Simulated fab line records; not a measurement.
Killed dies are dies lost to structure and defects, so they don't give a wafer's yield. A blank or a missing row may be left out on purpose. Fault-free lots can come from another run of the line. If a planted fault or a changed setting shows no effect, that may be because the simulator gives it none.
Comparing a struck lot with a sound one || flow rit_cmos || 26 out of 202 route steps
Sound: wafers L863.3, L863.4, L863.6. Struck: wafer L873.6. The cause is given at the end.
Per side, at each step with rows, come the tool, then ch with its chambers, and then its first start. Under that, the readings that differ: sound wafers || struck wafers || difference of the means || sigmas: that difference in standard deviations of wafers without a fault.
alike: readings with means less than 2 such deviations apart, plus words and numbers identical on both sides. not compared: withheld readings, readings lacking a value on some wafer, bounds such as >300 that could conceal the same value, and numbers that have no deviation in the record and whose values overlap.
A row with sigmas, a row that says differs or no value, or rows on one side alone: a step with any of these is where the two part. Numbers that don't overlap but have no deviation are shown without sigmas and don't part them. A reading that every wafer of one side lacks parts them only if that side has two wafers or more.

first, 4 steps without rows for these wafers: RIT_CONTACT_SOFTBAKE_04 (time 60 s); RIT_CONTACT_EXPOSE_05 (exposes mask M11, target cd 1000 nm); RIT_CONTACT_PEB_06; RIT_CONTACT_DEVELOP_07 (develop time 120 s).
RIT_CONTACT_CD_MEAS_08: target cd 1000 nm.
  sound on cd_sem-01, day 3 09:50; struck on cd_sem-01, day 5 07:03
  alike: cd_nm
RIT_CONTACT_OVL_MEAS_09:
  sound on overlay-01, day 3 09:56; struck on overlay-02, day 5 07:06
  alike: CONTACT_OVL
then, 1 step without rows for these wafers: RIT_CONTACT_HARDBAKE_10 (time 60 s).
RIT_CONTACT_ETCH_11: etches SiO2 in CHF3/CF4/Ar, stops on TiSi2, target depth 480 nm, time 320 s.
  sound on rie_diel-01 ch 0,1,2, day 3 10:07; struck on rie_diel-01 ch 3, day 5 07:22
  alike: O2_flow_sccm, drypump_motor_current_A, oes_product_au, throttle_valve_pct
  not compared: rf_hours_counter_h
RIT_CONTACT_STRIP_12: strips in O2, time 180 s.
  sound on plasma_asher-01 ch 0,1, day 3 10:22; struck on plasma_asher-01 ch 0, day 5 07:34
  alike: drypump_motor_current_A
  not compared: rf_hours_counter_h
RIT_CONTACT_CD_MEAS_90: target cd 1000 nm.
  sound on cd_sem-02, day 3 10:31; struck on cd_sem-02, day 5 07:44
  alike: cd_nm
then, 2 steps without rows for these wafers: RIT_CONTACT_CLEAN_13 (cleans in SC1, time 600 s); RIT_CONTACT_CLEAN_14 (cleans in SC2, time 600 s).
RIT_M1_SPUTTER_00: material Al, target thk 400 nm, time 500 s.
  sound on pvd_sputter-02, day 3 11:01; struck on pvd_sputter-02, day 5 08:36
{"reading": "cathode_dc_power_W (W)", "sound": "1999.8 2000.0 2000.4", "struck": 892.9, "difference": -1107.2, "sigmas": "-99 or more"}
{"reading": "model.Al_of_M1_SPUTTER_00.thk_nm (nm)", "sound": "402.9 400.9 402.8", "struck": 180.8, "difference": -221.4, "sigmas": ""}
  alike: substrate_temp_c, throttle_valve_pct
RIT_M1_RS_MEAS_01: a four-point-probe measurement.
  sound on film_metro-03, day 3 11:21; struck on film_metro-01, day 5 09:08
{"reading": "M1_AL_RS (ohm/sq)", "sound": "0.0729 0.0731 0.0728", "struck": 0.1690, "difference": "+0.0961", "sigmas": "+99 or more"}
  not compared: hold
RIT_M1_THK_MEAS_02: measures by xrf.
  sound on film_metro-03, day 3 11:27; struck on film_metro-01, day 5 14:53
{"reading": "M1_AL_THK (nm)", "sound": "405 403 405", "struck": 181, "difference": -223, "sigmas": -41}
  not compared: hold
then, 5 steps without rows for these wafers: RIT_M1_COAT_04 (resist thk 1300 nm); RIT_M1_SOFTBAKE_05 (time 60 s); RIT_M1_EXPOSE_06 (exposes mask M12, target cd 2600 nm); RIT_M1_PEB_07; RIT_M1_DEVELOP_08 (develop time 68 s).
RIT_M1_CD_MEAS_09: target cd 2600 nm.
  sound on cd_sem-02, day 3 12:25; struck on cd_sem-01, day 5 18:47
  alike: cd_nm
RIT_M1_OVL_MEAS_10:
  sound on overlay-02, day 3 12:31; struck on overlay-01, day 5 18:50
  alike: M1_OVL
then, 1 step without rows for these wafers: RIT_M1_HARDBAKE_11 (time 120 s).
RIT_M1_METAL_ETCH_12: etches Al in Cl2/BCl3, stops on SiO2, time 165 s, target depth 600 nm.
  sound on rie_metal-02 ch 0,1, day 3 12:50; struck on rie_metal-01 ch 0, day 5 19:11
{"reading": "oes_product_au (a.u.)", "sound": "0.776 0.777 0.775", "struck": 0.532, "difference": -0.244, "sigmas": -30}
  alike: drypump_motor_current_A, throttle_valve_pct
  not compared: rf_hours_counter_h
then, 1 step without rows for these wafers: RIT_M1_STRIP_13 (strips in nmp, time 600 s).
RIT_M1_PROBE_99:
  the record has rows for the sound wafers here (prober-01, day 3 15:09) and none for the struck ones

WHERE THEY PART
Earliest at RIT_M1_SPUTTER_00; latest, in this record, at RIT_M1_PROBE_99.

WHY: whatever the simulator had introduced
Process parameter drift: pvd_sputter-02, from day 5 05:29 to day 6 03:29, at RIT_M1_SPUTTER_00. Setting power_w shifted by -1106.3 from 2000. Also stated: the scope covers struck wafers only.
